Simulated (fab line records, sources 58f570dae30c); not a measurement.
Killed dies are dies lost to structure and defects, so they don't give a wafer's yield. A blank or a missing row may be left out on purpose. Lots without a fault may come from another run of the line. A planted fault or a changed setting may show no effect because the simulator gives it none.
Which tool did it? | flow berkeley_cmos170 | 14 lots, 41 wafers sampled, at 3 steps of a route of 331

WHAT THE GAUGES READ, wafer by wafer
UCB170_V2_CD_MEAS_90: target cd 700 nm.
lot  | measured     | on        | cd_nm (nm)
L232 | day 9 06:44  | cd_sem-01 | 700.9 703.3 703.2
L231 | day 9 07:02  | cd_sem-01 | 701.2 701.0 700.6
L233 | day 9 07:52  | cd_sem-01 | 697.3 695.6 697.0
L235 | day 9 19:11  | cd_sem-01 | 699.4 699.2 699.7
L240 | day 10 02:50 | cd_sem-02 | 697.3 700.1 698.2
L238 | day 10 06:28 | cd_sem-02 | 700.3 700.2 699.1
L242 | day 10 18:02 | cd_sem-01 | 702.4 702.1
L245 | day 11 06:48 | cd_sem-02 | 701.6 701.8 701.4
L243 | day 11 07:02 | cd_sem-01 | 700.6 704.1 701.1
L244 | day 11 08:28 | cd_sem-02 | 702.3 703.2 700.5
L247 | day 11 18:44 | cd_sem-02 | 697.7 694.6 697.2
L248 | day 11 19:20 | cd_sem-01 | 701.2 701.8 698.2
L246 | day 11 19:00 | cd_sem-01 | 701.1 702.0 701.5
L250 | day 12 06:35 | cd_sem-01 | 699.8 699.4 699.5

UCB170_M3_THK_MEAS_03: measures by xrf.
lot  | measured     | on            | M3_AL_THK (nm)
L232 | day 9 07:07  | film_metro-04 | 902 918 920
L231 | day 9 07:26  | film_metro-02 | 906 918 916
L233 | day 9 08:14  | film_metro-04 | 902 905 909
L235 | day 9 19:34  | film_metro-01 | 905 917 923
L240 | day 10 03:13 | film_metro-01 | 921 898 897
L238 | day 10 06:51 | film_metro-02 | 901 907 904
L242 | day 10 18:24 | film_metro-01 | 913 920
L245 | day 11 07:11 | film_metro-04 | 908 900 908
L243 | day 11 07:25 | film_metro-01 | 915 928 921
L244 | day 11 08:50 | film_metro-04 | 924 903 922
L247 | day 11 19:07 | film_metro-02 | 912 906 923
L248 | day 11 19:41 | film_metro-04 | 923 901 914
L246 | day 11 19:23 | film_metro-01 | 926 915 925
L250 | day 12 06:58 | film_metro-04 | 897 909 911

WHICH TOOL RAN EACH LOT (tool, then ch and the chambers of the sampled wafers, then the start)
lot  | UCB170_M2_STRIP_07
L232 | plasma_asher-04 ch 0,1, day 9 02:38
L231 | plasma_asher-01 ch 0,1, day 9 02:57
L233 | plasma_asher-02 ch 0,1, day 9 03:07
L235 | plasma_asher-04 ch 0,1, day 9 10:40
L240 | plasma_asher-04 ch 0,1, day 9 21:23
L238 | plasma_asher-02 ch 0,1, day 10 01:35
L242 | plasma_asher-01 ch 0,1, day 10 13:01
L245 | plasma_asher-02 ch 1, day 11 00:31
L243 | plasma_asher-02 ch 0,1, day 11 00:58
L244 | plasma_asher-04 ch 0,1, day 11 01:08
L247 | plasma_asher-02 ch 1, day 11 12:43
L248 | plasma_asher-01 ch 0,1, day 11 12:50
L246 | plasma_asher-02 ch 0,1, day 11 13:10
L250 | plasma_asher-01 ch 0,1, day 12 02:17
- UCB170_M2_STRIP_07: strips in O2.

WHAT THE TOOLS THEMSELVES READ (means of the sampled wafers that have a number; where no wafer has one, the mark that the record gives instead)
UCB170_M2_STRIP_07.
lot  | tool            | drypump_motor_current_A (A) | oes_product_au (a.u.) | strip_time_to_endpoint_s (s)
L232 | plasma_asher-04 | 5.4                         | 0.735                 | 21.98
L231 | plasma_asher-01 | 5.5                         | 0.734                 | 21.94
L233 | plasma_asher-02 | 5.3                         | 0.735                 | 22.04
L235 | plasma_asher-04 | 5.2                         | 0.735                 | 21.85
L240 | plasma_asher-04 | 5.4                         | 0.734                 | 21.92
L238 | plasma_asher-02 | 5.5                         | 0.736                 | 21.99
L242 | plasma_asher-01 | 5.6                         | 0.732                 | 22.05
L245 | plasma_asher-02 | 5.8                         | 0.732                 | 22.04
L243 | plasma_asher-02 | 5.6                         | 0.736                 | 21.96
L244 | plasma_asher-04 | 5.3                         | 0.735                 | 21.92
L247 | plasma_asher-02 | 5.8                         | 0.735                 | 21.96
L248 | plasma_asher-01 | 5.5                         | 0.728                 | 21.92
L246 | plasma_asher-02 | 5.3                         | 0.738                 | 21.97
L250 | plasma_asher-01 | 5.5                         | 0.735                 | 21.89

THE ANSWER, worked out from the rows above alone
Rule: what is usual is taken from the lots themselves. Put in order of their means at a reading, lots are off if they are a third of the lots or fewer, leave a main group of 4 or more, and stand apart from it by a gap of 3 or more times the standard deviation of the main group's means; of several such gaps the widest counts. A main group whose means are all the same, to the digits that the tables above print for the reading, isn't used. A lot without any number at a reading at which 4 lots or more have one is off too. The other lots that the step has rows for count as sound. The gauges are gone through in route order, then the tools' own readings, and for those a lot's mean is taken as printed above. The first step at which some lot is off is used, and at that step the reading that is off furthest; a lot without a number counts as furthest.
No lot is off at any reading shown: from this, nothing can be told.

WHAT THE SIMULATOR HAD PUT IN
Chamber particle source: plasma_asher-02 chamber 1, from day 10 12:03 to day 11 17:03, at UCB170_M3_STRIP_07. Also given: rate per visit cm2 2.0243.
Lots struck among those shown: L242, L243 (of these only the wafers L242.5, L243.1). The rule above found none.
